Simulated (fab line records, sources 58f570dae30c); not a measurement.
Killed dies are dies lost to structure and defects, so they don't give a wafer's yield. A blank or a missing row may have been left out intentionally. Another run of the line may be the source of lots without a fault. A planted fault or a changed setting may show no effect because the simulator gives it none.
Tool commonality check | flow berkeleyCmos170 | Sample size 12 lots and 42 wafers

WHY THIS WAS OPENED
At UCB170_NLDD_OVL_MEAS_07 the reading NLDD_OVL is flagged on 2 of 12 lots. Wafers without a fault read -1 nm, standard deviation 5.2.
Rule: a lot gets a flag if all its wafers with a number sit over 4 standard deviations from that mean, or if no wafer of it has a number. All remaining lots are regarded as sound.

lot  | measured     | on         | NLDD_OVL (nm), wafer by wafer | flag
L430 | day 6 16:38  | overlay-02 | -2 0 -7                       | 
L431 | day 6 18:01  | overlay-01 | 2 -1 3                        | 
L432 | day 6 18:17  | overlay-02 | -11 -5 -8                     | 
L433 | day 6 20:59  | overlay-01 | -2 -11 -3                     | 
L435 | day 7 05:01  | overlay-02 | -2 -1 2                       | 
L441 | day 8 10:59  | overlay-02 | 258 256 257 257 254 256       | FLAGGED
L442 | day 8 11:10  | overlay-02 | 263 258 257 262 257 256       | FLAGGED
L443 | day 8 23:59  | overlay-01 | -4 5 0                        | 
L446 | day 9 08:04  | overlay-02 | -4 -1 -6                      | 
L450 | day 10 04:32 | overlay-01 | -7 0 4                        | 
L452 | day 10 08:22 | overlay-02 | 6 -1 0                        | 
L453 | day 10 18:21 | overlay-02 | 8 9 7                         | 
Average over the flagged lots: 258 nm; offset from the usual +259 nm, equal to +50 standard deviations.

WHICH TOOL EACH LOT WENT THROUGH
The record keeps 1 process step preceding the reading, out of 331 steps on the route. Read each cell as the tool, then ch plus the chambers that the sampled wafers visited, then the start.
lot  | flag    | UCB170_NLDD_EXPOSE_03
L430 |         | krfScanner-01 ch 0, day 6 15:37
L431 |         | krfScanner-01 ch 0, day 6 17:14
L432 |         | krfScanner-01 ch 0, day 6 17:37
L433 |         | krfScanner-02 ch 0, day 6 20:19
L435 |         | krfScanner-02 ch 0, day 7 04:31
L441 | FLAGGED | krfScanner-01 ch 0, day 8 10:28
L442 | FLAGGED | krfScanner-01 ch 0, day 8 10:36
L443 |         | krfScanner-02 ch 0, day 8 23:17
L446 |         | krfScanner-02 ch 0, day 9 07:24
L450 |         | krfScanner-02 ch 0, day 10 03:16
L452 |         | krfScanner-02 ch 0, day 10 07:52
L453 |         | krfScanner-02 ch 0, day 10 17:36
What these steps do:
- UCB170_NLDD_EXPOSE_03: exposes mask NSELECT, target cd 1200 nm.
- UCB170_NLDD_OVL_MEAS_07

FLAGGED OVER TOTAL, TOOL BY TOOL (the gauges that took the reading come last)
step                    | tool          | lots run | flagged | share of the flagged lots | sound lots run after its first flagged lot
UCB170_NLDD_EXPOSE_03   | krfScanner-01 | 5        | 2       | all                       | 0
UCB170_NLDD_EXPOSE_03   | krfScanner-02 | 7        | 0       | none                      | -
UCB170_NLDD_OVL_MEAS_07 | overlay-01    | 4        | 0       | none                      | -
UCB170_NLDD_OVL_MEAS_07 | overlay-02    | 8        | 2       | all                       | 3 (L446,L452,L453)

WHAT IS ALLOWED BY THE TABLE
Table rows that saw every flagged lot: 2, namely krfScanner-01 at UCB170_NLDD_EXPOSE_03 and overlay-02 at UCB170_NLDD_OVL_MEAS_07.
- krfScanner-01 at UCB170_NLDD_EXPOSE_03: 2 of its 5 lots flagged. Its last sound lot is L432 (day 6 17:37), its first flagged lot L441 (day 8 10:28): a fault that began between those two fits.
- overlay-02 at UCB170_NLDD_OVL_MEAS_07: 2 of its 8 lots flagged. Sound lots ran on it after the first flagged one (L446, L452, L453), which a lasting fault on the whole tool wouldn't allow.
Just one tool remains: krfScanner-01 at UCB170_NLDD_EXPOSE_03.

WHAT WAS PUT IN BY THE SIMULATOR
Scanner matching overlay: krfScanner-01, from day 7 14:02 on, at UCB170_NLDD_EXPOSE_03. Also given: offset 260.
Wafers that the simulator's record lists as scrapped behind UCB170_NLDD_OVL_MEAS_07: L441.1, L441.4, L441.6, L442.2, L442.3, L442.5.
Struck lots among those shown: L441, L442. Same finding as the rule above.
